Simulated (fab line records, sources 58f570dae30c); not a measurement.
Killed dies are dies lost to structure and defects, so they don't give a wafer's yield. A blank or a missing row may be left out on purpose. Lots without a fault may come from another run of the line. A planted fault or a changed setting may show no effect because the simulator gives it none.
Tool commonality check | flow berkeley_cmos170 | 13 lots, 39 wafers sampled

WHY IT WAS OPENED
At UCB170_GATE_THK_MEAS_05 the reading GATE_POLY_THK is flagged on 1 of 13 lots. Wafers without a fault read 212.5 nm, standard deviation 2.
Rule: a lot is flagged when every wafer of it that has a number lies more than 4 standard deviations from that mean, or none has a number. The other lots count as sound.

lot  | measured     | on            | GATE_POLY_THK (nm), wafer by wafer | flag
L801 | day 5 15:14  | film_metro-03 | 218.3 216.0 217.2                  |
L802 | day 6 03:26  | film_metro-03 | 211.5 212.2 210.2                  |
L805 | day 6 16:58  | film_metro-02 | 216.0 215.5 214.5                  |
L807 | day 7 05:07  | film_metro-02 | 210.4 211.1 209.1                  |
L806 | day 7 05:08  | film_metro-03 | 212.0 213.1 213.8                  |
L808 | day 7 08:53  | film_metro-02 | 213.0 212.7 211.3                  |
L811 | day 8 13:05  | film_metro-02 | 211.5 212.2 212.5                  |
L815 | day 9 04:38  | film_metro-03 | 191.0 192.4 189.9                  | FLAGGED
L821 | day 10 03:29 | film_metro-02 | 211.2 209.0 210.9                  |
L819 | day 10 03:31 | film_metro-01 | 213.3 213.5 211.7                  |
L822 | day 10 03:32 | film_metro-03 | 213.0 213.4 212.4                  |
L820 | day 10 03:33 | film_metro-02 | 213.0 213.1 212.4                  |
L824 | day 10 20:23 | film_metro-02 | 216.4 214.6 216.5                  |
The numbers of the flagged lots are 191.1 nm on average: -21.4 nm against the usual, or -11 standard deviations.

WHICH TOOL RAN EACH LOT
The record holds 1 process step before the reading, out of a route of 331 steps. In each cell: the tool, then ch and the chambers that the sampled wafers went through, then the start.
lot  | flag    | UCB170_GATE_CVD_04
L801 |         | lpcvd-02 ch 1, day 5 13:49
L802 |         | lpcvd-02 ch 0, day 6 02:02
L805 |         | lpcvd-01 ch 0, day 6 15:33
L807 |         | lpcvd-01 ch 0, day 7 03:43
L806 |         | lpcvd-01 ch 0, day 7 03:43
L808 |         | lpcvd-02 ch 1, day 7 07:28
L811 |         | lpcvd-02 ch 1, day 8 11:40
L815 | FLAGGED | lpcvd-01 ch 1, day 9 03:13
L821 |         | lpcvd-02 ch 0, day 10 02:05
L819 |         | lpcvd-02 ch 0, day 10 02:05
L822 |         | lpcvd-02 ch 0, day 10 02:05
L820 |         | lpcvd-02 ch 0, day 10 02:05
L824 |         | lpcvd-02 ch 0, day 10 18:58
What these steps do:
- UCB170_GATE_CVD_04: deposits poly-Si from SiH4, time 1440 s, target thk 214 nm.
- UCB170_GATE_THK_MEAS_05

FLAGGED OVER TOTAL, TOOL BY TOOL (the gauges that took the reading come last)
step                    | tool          | lots run | flagged | share of the flagged lots | sound lots run after its first flagged lot
UCB170_GATE_CVD_04      | lpcvd-01      | 4        | 1       | all                       | 0
UCB170_GATE_CVD_04      | lpcvd-02      | 9        | 0       | none                      | -
UCB170_GATE_THK_MEAS_05 | film_metro-01 | 1        | 0       | none                      | -
UCB170_GATE_THK_MEAS_05 | film_metro-02 | 7        | 0       | none                      | -
UCB170_GATE_THK_MEAS_05 | film_metro-03 | 5        | 1       | all                       | 1 (L822)

WHAT THE TABLE ALLOWS
2 rows of the table ran every flagged lot: lpcvd-01 at UCB170_GATE_CVD_04, film_metro-03 at UCB170_GATE_THK_MEAS_05.
- lpcvd-01 at UCB170_GATE_CVD_04: 1 of its 4 lots flagged. Its last sound lot is L806 (day 7 03:43), its first flagged lot L815 (day 9 03:13): a fault that began between those two fits. Its own readings lie more than 4 standard deviations out on every wafer of the flagged lots: pressure_mtorr.
- film_metro-03 at UCB170_GATE_THK_MEAS_05: 1 of its 5 lots flagged. Sound lots ran on it after the first flagged one (L822), which a lasting fault on the whole tool wouldn't allow.
One tool is left: lpcvd-01 at UCB170_GATE_CVD_04.

WHAT THE SIMULATOR HAD PUT IN
Process parameter drift: lpcvd-01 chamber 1, from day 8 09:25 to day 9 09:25, at UCB170_GATE_CVD_04. Setting pressure_mtorr, moved by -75, from 375. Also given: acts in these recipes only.
Lots struck among those shown: L815. The rule above found the same.
